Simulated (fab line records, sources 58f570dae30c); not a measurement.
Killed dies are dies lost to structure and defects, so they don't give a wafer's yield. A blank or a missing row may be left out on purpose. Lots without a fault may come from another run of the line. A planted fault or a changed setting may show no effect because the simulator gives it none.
Which tool did it? | flow berkeley_cmos170 | 15 lots, 45 wafers sampled, at 3 steps of a route of 331

WHAT THE GAUGES READ, wafer by wafer
UCB170_FIELD_THK_MEAS_90. Usual: FIELD_OXIDE_LEFT_1_THK 432 nm, standard deviation 10.
lot  | measured    | on            | FIELD_OXIDE_LEFT_1_THK (nm) | flag
L441 | day 5 23:53 | film_metro-01 | 422 425 425                 |
L442 | day 5 23:53 | film_metro-03 | 428 423 430                 |
L444 | day 6 22:08 | film_metro-04 | 430 434 437                 |
L443 | day 6 22:08 | film_metro-03 | 429 428 440                 |
L450 | day 7 02:17 | film_metro-04 | 437 432 443                 |
L446 | day 7 02:20 | film_metro-03 | 421 422 426                 |
L449 | day 7 02:20 | film_metro-04 | 435 442 448                 |
L451 | day 7 13:43 | film_metro-01 | 429 434 439                 |
L457 | day 8 16:37 | film_metro-03 | 452 442 452                 |
L458 | day 9 04:40 | film_metro-03 | 435 449 437                 |
L459 | day 9 20:34 | film_metro-01 | 421 420 435                 |
L463 | day 9 20:34 | film_metro-04 | 426 449 432                 |
L464 | day 9 20:35 | film_metro-03 | 435 434 438                 |
L460 | day 9 20:46 | film_metro-03 | 412 413 416                 |
L461 | day 9 20:46 | film_metro-04 | 423 410 413                 |

UCB170_PLDD_CD_MEAS_06: target cd 1200 nm. Usual: cd_nm 1200.0 nm, standard deviation 1.2.
lot  | measured     | on        | cd_nm (nm)           | flag
L441 | day 7 10:26  | cd_sem-02 | 1199.6 1199.7 1200.0 |
L442 | day 7 11:31  | cd_sem-02 | 1200.1 1200.4 1201.9 |
L444 | day 8 12:56  | cd_sem-02 | 1199.7 1200.4 1198.5 |
L443 | day 8 12:14  | cd_sem-02 | 1202.5 1202.1 1202.5 |
L450 | day 8 12:33  | cd_sem-02 | 1199.5 1199.2 1199.3 |
L446 | day 8 13:02  | cd_sem-02 | 1199.0 1199.7 1198.7 |
L449 | day 8 12:47  | cd_sem-02 | 1201.4 1200.8 1201.4 |
L451 | day 9 02:25  | cd_sem-02 | 1197.6 1198.5 1197.8 |
L457 | day 10 07:28 | cd_sem-01 | 1199.7 1200.3 1198.3 |
L458 | day 10 23:49 | cd_sem-02 | 1201.2 1199.5 1199.0 |
L459 | day 11 13:02 | cd_sem-02 | 1201.1 1199.4 1200.5 |
L463 | day 11 12:04 | cd_sem-02 | 1200.7 1200.8 1199.9 |
L464 | day 11 12:41 | cd_sem-01 | 1197.9 1198.1 1198.6 |
L460 | day 11 11:22 | cd_sem-02 | 1199.7 1199.8 1200.3 |
L461 | day 11 12:25 | cd_sem-02 | 1200.6 1200.2 1200.9 |

WHICH TOOL RAN EACH LOT (tool, then ch and the chambers of the sampled wafers, then the start)
lot  | UCB170_PVT_STRIP_08
L441 | plasma_asher-03 ch 0,1, day 6 16:38
L442 | plasma_asher-02 ch 0,1, day 6 16:49
L444 | plasma_asher-01 ch 0,1, day 7 19:59
L443 | plasma_asher-01 ch 0,1, day 7 20:44
L450 | plasma_asher-01 ch 0,1, day 7 21:59
L446 | plasma_asher-03 ch 0,1, day 7 20:40
L449 | plasma_asher-01 ch 0,1, day 7 21:43
L451 | plasma_asher-03 ch 0,1, day 8 07:26
L457 | plasma_asher-02 ch 0,1, day 9 13:09
L458 | plasma_asher-02 ch 0,1, day 10 02:59
L459 | plasma_asher-01 ch 0,1, day 10 20:09
L463 | plasma_asher-01 ch 0,1, day 10 19:51
L464 | plasma_asher-03 ch 0,1, day 10 19:49
L460 | plasma_asher-03 ch 0,1, day 10 18:47
L461 | plasma_asher-03 ch 0,1, day 10 20:10
- UCB170_PVT_STRIP_08: strips in O2.

WHAT THE TOOLS THEMSELVES READ (means of the sampled wafers that have a number; where no wafer has one, the mark that the record gives instead)
UCB170_PVT_STRIP_08. Usual: drypump_motor_current_A 5.8 A, standard deviation 0.38; oes_product_au 0.734 a.u., standard deviation 0.0048; strip_time_to_endpoint_s 21.61 s, standard deviation 0.055.
lot  | tool            | drypump_motor_current_A (A) | oes_product_au (a.u.) | strip_time_to_endpoint_s (s) | flag
L441 | plasma_asher-03 | 5.3                         | 0.734                 | 21.59                        |
L442 | plasma_asher-02 | 6.2                         | 0.733                 | 21.59                        |
L444 | plasma_asher-01 | 6.0                         | 0.736                 | 21.55                        |
L443 | plasma_asher-01 | 6.0                         | 0.732                 | 21.55                        |
L450 | plasma_asher-01 | 6.0                         | 0.733                 | 21.60                        |
L446 | plasma_asher-03 | 5.4                         | 0.734                 | 21.58                        |
L449 | plasma_asher-01 | 6.0                         | 0.735                 | 21.56                        |
L451 | plasma_asher-03 | 5.3                         | 0.730                 | 21.69                        |
L457 | plasma_asher-02 | 6.0                         | 0.737                 | 21.63                        |
L458 | plasma_asher-02 | 6.2                         | 0.735                 | 21.63                        |
L459 | plasma_asher-01 | 6.0                         | 0.734                 | 21.63                        |
L463 | plasma_asher-01 | 6.0                         | 0.734                 | 21.61                        |
L464 | plasma_asher-03 | 5.4                         | 0.731                 | 21.56                        |
L460 | plasma_asher-03 | 5.3                         | 0.735                 | 21.67                        |
L461 | plasma_asher-03 | 5.3                         | 0.735                 | 21.60                        |

THE ANSWER, worked out from the rows above alone
Rule: a lot is off if the mean of its wafers that have a number lies more than 3 standard deviations from the usual mean. A lot without any number at a reading at which 4 lots or more have one is off too. The other lots that the step has rows for count as sound. The gauges are gone through in route order, then the tools' own readings, and for those a lot's mean is taken as printed above. The first step at which some lot is off is used, and at that step the reading that is off furthest; a lot without a number counts as furthest.
No lot is off at any reading shown: from this, nothing can be told.

WHAT THE SIMULATOR HAD PUT IN
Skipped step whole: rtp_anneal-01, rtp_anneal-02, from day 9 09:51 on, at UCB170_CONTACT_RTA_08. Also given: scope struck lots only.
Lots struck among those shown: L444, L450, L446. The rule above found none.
